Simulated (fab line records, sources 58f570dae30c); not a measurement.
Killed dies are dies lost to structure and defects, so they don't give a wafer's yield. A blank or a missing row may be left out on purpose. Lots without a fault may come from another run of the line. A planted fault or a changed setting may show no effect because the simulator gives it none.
Split-lot experiment | flow berkeley_cmos170 | 5 lots, 27 wafers read, on a route of 331 steps

THE SPLIT
At UCB170_ACTIVE_ETCH_15 (etches Si3N4 in CH3F/Ar/O2, stops on SiO2, target depth 242 nm, time 151 s), the setting target_depth_a was moved away from the recipe's 2420 angstrom on 9 of the 27 wafers read, by -53.8% to +26.3%. The other wafers ran this setting at the recipe's value.

The reading is taken at the split's own step.

THE READING
KrF_of_ACTIVE_COAT_08.thk_nm (the simulator's own value, which no gauge read), in nm, at UCB170_ACTIVE_ETCH_15 (etches Si3N4 in CH3F/Ar/O2, stops on SiO2, target depth 242 nm, time 151 s). The file gives no usual value for it. The 18 wafers here that ran the recipe average 723.4 nm, standard deviation 4.2 nm.

wafer  | tool, chamber at the split | target_depth_a as run, angstrom | against the recipe | KrF_of_ACTIVE_COAT_08.thk_nm, nm | against lot-mates on the recipe
L074.1 | rie_diel-03, 2             | 2420                            | recipe             | 720.4                            | -
L074.2 | rie_diel-03, 0             | 2420                            | recipe             | 733.1                            | -
L074.3 | rie_diel-03, 1             | 1117                            | -53.8%             | 813.4                            | +86.4
L074.4 | rie_diel-03, 3             | 1117                            | -53.8%             | 810.9                            | +83.9
L074.5 | rie_diel-03, 1             | 2420                            | recipe             | 727.6                            | -
L074.6 | rie_diel-03, 2             | 1117                            | -53.8%             | 812.8                            | +85.8
L078.1 | rie_diel-02, 0             | 2420                            | recipe             | 718.1                            | -
L078.4 | rie_diel-02, 2             | 2420                            | recipe             | 721.8                            | -
L078.6 | rie_diel-02, 2             | 2420                            | recipe             | 721.4                            | -
L081.1 | rie_diel-03, 2             | 3056                            | +26.3%             | 670.6                            | -49.6
L081.2 | rie_diel-03, 1             | 2420                            | recipe             | 719.1                            | -
L081.3 | rie_diel-03, 3             | 2420                            | recipe             | 718.4                            | -
L081.4 | rie_diel-03, 0             | 2420                            | recipe             | 723                              | -
L081.5 | rie_diel-03, 0             | 3056                            | +26.3%             | 681.6                            | -38.6
L081.6 | rie_diel-03, 1             | 3056                            | +26.3%             | 676.4                            | -43.8
L083.1 | rie_diel-03, 2             | 2420                            | recipe             | 725.6                            | -
L083.2 | rie_diel-03, 3             | 2420                            | recipe             | 725                              | -
L083.3 | rie_diel-03, 3             | 2025                            | -16.3%             | 749.7                            | +24.8
L083.4 | rie_diel-03, 2             | 2420                            | recipe             | 724.2                            | -
L083.5 | rie_diel-03, 2             | 2025                            | -16.3%             | 750.8                            | +25.9
L083.6 | rie_diel-03, 3             | 2025                            | -16.3%             | 748.7                            | +23.8
L085.1 | rie_diel-04, 0             | 2420                            | recipe             | 724.6                            | -
L085.2 | rie_diel-04, 2             | 2420                            | recipe             | 729.4                            | -
L085.3 | rie_diel-04, 3             | 2420                            | recipe             | 721.4                            | -
L085.4 | rie_diel-04, 1             | 2420                            | recipe             | 718.7                            | -
L085.5 | rie_diel-04, 1             | 2420                            | recipe             | 720.1                            | -
L085.6 | rie_diel-04, 2             | 2420                            | recipe             | 728.8                            | -

THE FIT
A straight line over all 27 wafers: KrF_of_ACTIVE_COAT_08.thk_nm changes by -1.68 nm for each +1% of target_depth_a; r = -0.99; the points scatter about the line by 4 nm.
The same after taking each lot's own level away (the mean of its wafers on the recipe; 27 wafers): -1.6 nm for each +1%; r = -0.99; scatter 3.4 nm.
On that fit, the largest move of target_depth_a shifts the reading by 86 nm.
The lots' own levels span 720.17 to 727.03 nm, that is 1.7 times the standard deviation above.
So the lot-to-lot level changes the slope little: the two slopes agree.
Check: with one of the wafers moved furthest among these (-53.8%) left out of the fit, the line predicts +85.6 nm for it against its lot-mates. It came out at +86.4 nm against them.

THE WHOLE CHAIN: every reading that the file lists as answering this split, in the file's order
step                   | what it does                                                               | reading                                                                             | change (the file's fit)                                                              | r (the file's)
UCB170_ACTIVE_ETCH_15  | etches Si3N4 in CH3F/Ar/O2, stops on SiO2, target depth 242 nm, time 151 s | etch.depth_nm (the simulator's own value, which no gauge read)                      | +1.59 nm for each +1% of the setting                                                 | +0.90
UCB170_ACTIVE_ETCH_15  | etches Si3N4 in CH3F/Ar/O2, stops on SiO2, target depth 242 nm, time 151 s | KrF_of_ACTIVE_COAT_08.thk_nm (the simulator's own value, which no gauge read)       | -1.6 nm for each +1% of the setting                                                  | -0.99
UCB170_ACTIVE_ETCH_15  | etches Si3N4 in CH3F/Ar/O2, stops on SiO2, target depth 242 nm, time 151 s | SiO2_of_ACTIVE_OXIDATION_02.thk_nm (the simulator's own value, which no gauge read) | not straight: 24.61 at the lowest setting, 22.14 at the recipe, 12.22 at the highest | not given
UCB170_ACTIVE_STRIP_16 | strips in O2                                                               | strip_time_to_endpoint_s                                                            | withheld for each +1% of the setting                                                 | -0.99

THE FILE'S OWN FIT
KrF_of_ACTIVE_COAT_08.thk_nm changes by -1.6 nm for each +1% of target_depth_a, r = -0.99.
